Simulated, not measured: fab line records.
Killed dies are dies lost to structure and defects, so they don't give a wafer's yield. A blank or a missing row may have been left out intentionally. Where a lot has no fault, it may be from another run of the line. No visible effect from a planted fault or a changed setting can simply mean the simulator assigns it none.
A lot that was struck, set against a sound lot | flow ritCmos | 43 steps out of a route of 202
Sound: the wafers L214.2, L214.5, L214.6. Struck: wafer L205.3 (left out: L205.1, L205.6 of the same lot, which were not struck); the cause appears at the end.
Order at every step that has rows: each side's tool, ch and its chambers, its first start. Under that, the readings that differ: sound wafers | struck wafers | difference of the means | sigmas: that difference in standard deviations of wafers without a fault.
alike: words and numbers the same on both sides, and readings whose means are apart by under 2 such deviations; not compared: readings that were withheld, readings missing a value for some wafer, numbers with overlapping values and no deviation given by the record, and bounds like >300 which may hide the same value.
The two part at a step that has a row with sigmas, a row that says differs or no value, or rows on one side only. Numbers that have no deviation but don't overlap get no sigmas and don't part them. A reading missing from all wafers of one side parts the sides only when that side holds two or more wafers.

first, 1 step without rows for these wafers: RIT_NSD_IMPLANT_08.
RIT_NSD_STRIP_09: strips in O2, time 180 s.
  sound on plasmaAsher-04 ch 0,1, day 7 16:09; struck on plasmaAsher-04 ch 1, day 5 21:37
  alike: drypumpMotorCurrentA
  not compared: rfHoursCounterH
RIT_NSD_TW_MEAS_10:
  sound: filmMetro-01 at day 7 16:20; struck: filmMetro-03 at day 5 21:47
  alike: NSD_TW
then, 6 steps without rows for these wafers: RIT_PSD_HMDS_00 (prime time 60 s); RIT_PSD_COAT_01 (resist thk 1000 nm); RIT_PSD_SOFTBAKE_02 (time 60 s); RIT_PSD_EXPOSE_03 (exposes mask M10, target cd 40900 nm); RIT_PSD_PEB_04; RIT_PSD_DEVELOP_05 (develop time 50 s).
RIT_PSD_OVL_MEAS_06:
  sound: overlay-01 at day 7 17:22; struck: overlay-01 at day 5 23:08
  alike: PSD_OVL
then, 2 steps without rows for these wafers: RIT_PSD_HARDBAKE_07 (time 60 s); RIT_PSD_IMPLANT_08.
RIT_PSD_STRIP_09: strips in O2, time 180 s.
  sound on plasmaAsher-02 ch 0,1, day 7 17:42; struck on plasmaAsher-04 ch 1, day 5 23:28
  alike: drypumpMotorCurrentA
  not compared: rfHoursCounterH
RIT_PSD_TW_MEAS_10:
  sound: filmMetro-03 at day 7 17:53; struck: filmMetro-03 at day 5 23:38
  alike: PSD_TW
then, 3 steps without rows for these wafers: RIT_SDANNEAL_CLEAN_00 (cleans in SC1, time 600 s); RIT_SDANNEAL_CLEAN_01 (cleans in dHF, time 30 s); RIT_SDANNEAL_CLEAN_02 (cleans in SC2, time 600 s).
RIT_SDANNEAL_RTA_03: time 5 s.
  sound on rtpAnneal-01 ch 0, day 7 18:23; struck on rtpAnneal-02 ch 0, day 6 00:06
  alike: wafer_temp_C_max
RIT_SDANNEAL_RS_MEAS_04: the measuring method here is four-point-probe.
  sound: filmMetro-04 at day 7 18:27; struck: filmMetro-03 at day 6 00:10
reading         | sound             | struck | difference | sigmas
PSD_RS (ohm/sq) | 116.4 116.5 116.4 | 115.7  | -0.7       | -2
RIT_SDANNEAL_RS_MEAS_05: the measuring method here is four-point-probe.
  sound: filmMetro-04 at day 7 18:34; struck: filmMetro-03 at day 6 00:17
  alike: NSD_RS
RIT_SDANNEAL_RS_MEAS_06: the measuring method here is four-point-probe.
  sound: filmMetro-04 at day 7 18:41; struck: filmMetro-03 at day 6 00:24
  alike: PLDD_RS
RIT_SDANNEAL_RS_MEAS_07: the measuring method here is four-point-probe.
  sound: filmMetro-04 at day 7 18:49; struck: filmMetro-03 at day 6 00:31
  alike: NLDD_RS
then, 2 steps without rows for these wafers: RIT_SILICIDE_WET_ETCH_00 (etches SiO2 in BOE, target depth 14 nm, time 15 s); RIT_SILICIDE_SPUTTER_01 (material Ti, target thk 30 nm, time 240 s).
RIT_SILICIDE_RS_MEAS_02: the measuring method here is four-point-probe.
  sound: filmMetro-01 at day 7 19:05; struck: filmMetro-02 at day 6 00:48
  alike: SILICIDE_TI_RS
RIT_SILICIDE_THK_MEAS_03: measures by xrf.
  sound: filmMetro-01 at day 7 19:12; struck: filmMetro-02 at day 6 00:55
  alike: SILICIDE_TI_THK
RIT_SILICIDE_RTA_04: time 10 s, ramp up 5 s, ramp down 5 s.
  sound on rtpAnneal-02 ch 0, day 7 19:16; struck on rtpAnneal-01 ch 0, day 6 00:59
  alike: wafer_temp_C_max
then, 3 steps without rows for these wafers: RIT_SILICIDE_WET_ETCH_05 (etches Ti in SPM, time 120 s); RIT_SILICIDE_RTA_06 (time 10 s, ramp up 5 s, ramp down 10 s); RIT_CONTACT_CVD_00 (deposits SiO2 from TEOS, target thk 400 nm, time 61 s).
RIT_CONTACT_THK_MEAS_01:
  sound: filmMetro-02 at day 7 19:29; struck: filmMetro-04 at day 6 01:16
  alike: CONTACT_TEOS_THK
then, 6 steps without rows for these wafers: RIT_CONTACT_HMDS_02 (prime time 60 s); RIT_CONTACT_COAT_03 (resist thk 1000 nm); RIT_CONTACT_SOFTBAKE_04 (time 60 s); RIT_CONTACT_EXPOSE_05 (exposes mask M11, target cd 1000 nm); RIT_CONTACT_PEB_06; RIT_CONTACT_DEVELOP_07 (develop time 120 s).
RIT_CONTACT_CD_MEAS_08: the cd target is 1000 nm.
  sound: cdSem-02 at day 7 20:32; struck: cdSem-02 at day 6 02:18
  alike: cdNm
RIT_CONTACT_OVL_MEAS_09:
  sound: overlay-01 at day 7 20:38; struck: overlay-02 at day 6 02:25
reading          | sound          | struck | difference | sigmas
CONTACT_OVL (nm) | -1.9 -1.2 -2.6 | 0.9    | +2.8       | +2
then, 1 step without rows for these wafers: RIT_CONTACT_HARDBAKE_10 (time 60 s).
RIT_CONTACT_ETCH_11: etches SiO2 in CHF3/CF4/Ar, stops on TiSi2, target depth 480 nm, time 320 s.
  sound on rieDiel-04 ch 0,3, day 7 21:00; struck on rieDiel-02 ch 1, day 6 02:36
reading             | sound             | struck | difference | sigmas
oesProductAu (a.u.) | 0.955 0.957 0.981 | 1.012  | +0.048     | +3
  alike: drypumpMotorCurrentA, mfcArSccm, throttleValvePct
  not compared: rfHoursCounterH
RIT_CONTACT_STRIP_12: strips in O2, time 180 s.
  sound on plasmaAsher-01 ch 0,1, day 7 21:12; struck on plasmaAsher-03 ch 0, day 6 02:48
  alike: drypumpMotorCurrentA
  not compared: rfHoursCounterH
RIT_M1_PROBE_99:
  only the struck wafers here have rows in the record (prober-02, day 6 07:44); the sound ones have none

WHERE THEY PART
At RIT_SDANNEAL_RS_MEAS_04 first; at RIT_M1_PROBE_99 last (within this record only).

WHY: whatever the simulator had introduced
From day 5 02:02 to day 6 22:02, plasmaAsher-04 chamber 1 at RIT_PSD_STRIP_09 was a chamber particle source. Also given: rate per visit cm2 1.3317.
